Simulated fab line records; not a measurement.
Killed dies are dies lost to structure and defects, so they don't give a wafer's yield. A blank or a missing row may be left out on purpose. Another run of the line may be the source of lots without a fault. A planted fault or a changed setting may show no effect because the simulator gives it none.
Split-lot study + flow rit_cmos + 23 wafers read across 5 lots, on a route 202 steps long

ABOUT THE SPLIT
At RIT_NSD_COAT_01 (resist thk 1000 nm), the setting resist_thk_nm was moved away from the recipe's 1000 nm on 6 of the 23 wafers read, by -5.5% to +1.9%. For the rest of the wafers, this setting stayed at what the recipe calls for.

FROM THE SPLIT TO THE READING: what the file shows between them, 3 steps
- RIT_NSD_SOFTBAKE_02: time 60 s
- RIT_NSD_EXPOSE_03: exposes mask M9, target cd 40700 nm
- RIT_NSD_DEVELOP_05: develop time 50 s

THE READING
NOVOLAK_of_NSD_COAT_01.thk_nm (the simulator's own value, which no gauge read), in nm, at RIT_NSD_HARDBAKE_07 (time 60 s). There is no usual value for it anywhere in the file. The 17 wafers here that ran the recipe average 882.8 nm, standard deviation 2.6 nm.

| wafer  | tool, chamber at the split | resist_thk_nm as run, nm | against the recipe | NOVOLAK_of_NSD_COAT_01.thk_nm, nm | against lot-mates on the recipe |
|--------|----------------------------|--------------------------|--------------------|-----------------------------------|---------------------------------|
| L074.1 | litho_track-01, 0          | 1000                     | recipe             | 882.6                             | -                               |
| L074.3 | litho_track-01, 0          | 1000                     | recipe             | 881.6                             | -                               |
| L074.4 | litho_track-01, 0          | 945.1                    | -5.5%              | 832.3                             | -50.4                           |
| L074.5 | litho_track-01, 0          | 1000                     | recipe             | 883.8                             | -                               |
| L074.6 | litho_track-01, 0          | 945.1                    | -5.5%              | 837.7                             | -45.0                           |
| L075.1 | litho_track-02, 0          | 979.8                    | -2.0%              | 863.1                             | -19.4                           |
| L075.2 | litho_track-02, 0          | 1000                     | recipe             | 883.9                             | -                               |
| L075.4 | litho_track-02, 0          | 1000                     | recipe             | 881.4                             | -                               |
| L075.5 | litho_track-02, 0          | 1000                     | recipe             | 882.3                             | -                               |
| L075.6 | litho_track-02, 0          | 979.8                    | -2.0%              | 866.7                             | -15.8                           |
| L076.3 | litho_track-01, 0          | 1000                     | recipe             | 885.4                             | -                               |
| L076.4 | litho_track-01, 0          | 1000                     | recipe             | 883.5                             | -                               |
| L076.6 | litho_track-01, 0          | 1000                     | recipe             | 881.2                             | -                               |
| L079.1 | litho_track-01, 0          | 1000                     | recipe             | 879.1                             | -                               |
| L079.6 | litho_track-01, 0          | 1000                     | recipe             | 879.1                             | -                               |
| L079.2 | litho_track-01, 0          | 1000                     | recipe             | 878.4                             | -                               |
| L079.3 | litho_track-01, 0          | 1000                     | recipe             | 882.4                             | -                               |
| L079.5 | litho_track-01, 0          | 1000                     | recipe             | 882.1                             | -                               |
| L081.1 | litho_track-04, 0          | 1000                     | recipe             | 886                               | -                               |
| L081.3 | litho_track-04, 0          | 1000                     | recipe             | 886.4                             | -                               |
| L081.4 | litho_track-04, 0          | 1019                     | +1.9%              | 901.5                             | +14.5                           |
| L081.5 | litho_track-04, 0          | 1019                     | +1.9%              | 903.2                             | +16.2                           |
| L081.6 | litho_track-04, 0          | 1000                     | recipe             | 888.5                             | -                               |

THE FIT
A straight line over all 23 wafers: NOVOLAK_of_NSD_COAT_01.thk_nm changes by +8.93 nm for each +1% of resist_thk_nm; r = +0.99; the points scatter about the line by 2.7 nm.
The same after taking each lot's own level away (the mean of its wafers on the recipe; 23 wafers): +8.61 nm for each +1%; r = +0.99; scatter 1.6 nm.
The reading moves by 47 nm for the largest change in resist_thk_nm, on that fit.
The span of the lots' own levels, 880.22 to 886.97 nm, comes to 2.6 times the standard deviation stated above.
The two slopes are in agreement: the lot-to-lot level therefore moves the slope only a little.
Check: with one of the wafers moved furthest among these (-5.5%) left out of the fit, the line predicts -45.4 nm for it against its lot-mates. Against them it came out at -50.4 nm.

THE OTHER SPLITS THESE WAFERS WENT THROUGH
Before the reading, these wafers also passed through other splits. Each is held against what the fit with the lots' levels taken away leaves over:
| other split on the same wafers     | wafers away from the commonest value | r with NOVOLAK_of_NSD_COAT_01.thk_nm (lot level and that fit taken away) |
|------------------------------------|--------------------------------------|--------------------------------------------------------------------------|
| RIT_PLDD_DEVELOP_05 develop_time_s | 9                                    | -0.11                                                                    |

THE WHOLE CHAIN: every reading that the file lists as answering this split, in the file's order
| step                | what it does       | reading                                                                        | change (the file's fit)              | r (the file's) |
|---------------------|--------------------|--------------------------------------------------------------------------------|--------------------------------------|----------------|
| RIT_NSD_COAT_01     | resist thk 1000 nm | NOVOLAK_of_NSD_COAT_01.thk_nm (the simulator's own value, which no gauge read) | +9.86 nm for each +1% of the setting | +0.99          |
| RIT_NSD_HARDBAKE_07 | time 60 s          | NOVOLAK_of_NSD_COAT_01.thk_nm (the simulator's own value, which no gauge read) | +8.62 nm for each +1% of the setting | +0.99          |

FILE'S OWN FIT
NOVOLAK_of_NSD_COAT_01.thk_nm changes by +8.62 nm for each +1% of resist_thk_nm, r = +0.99.
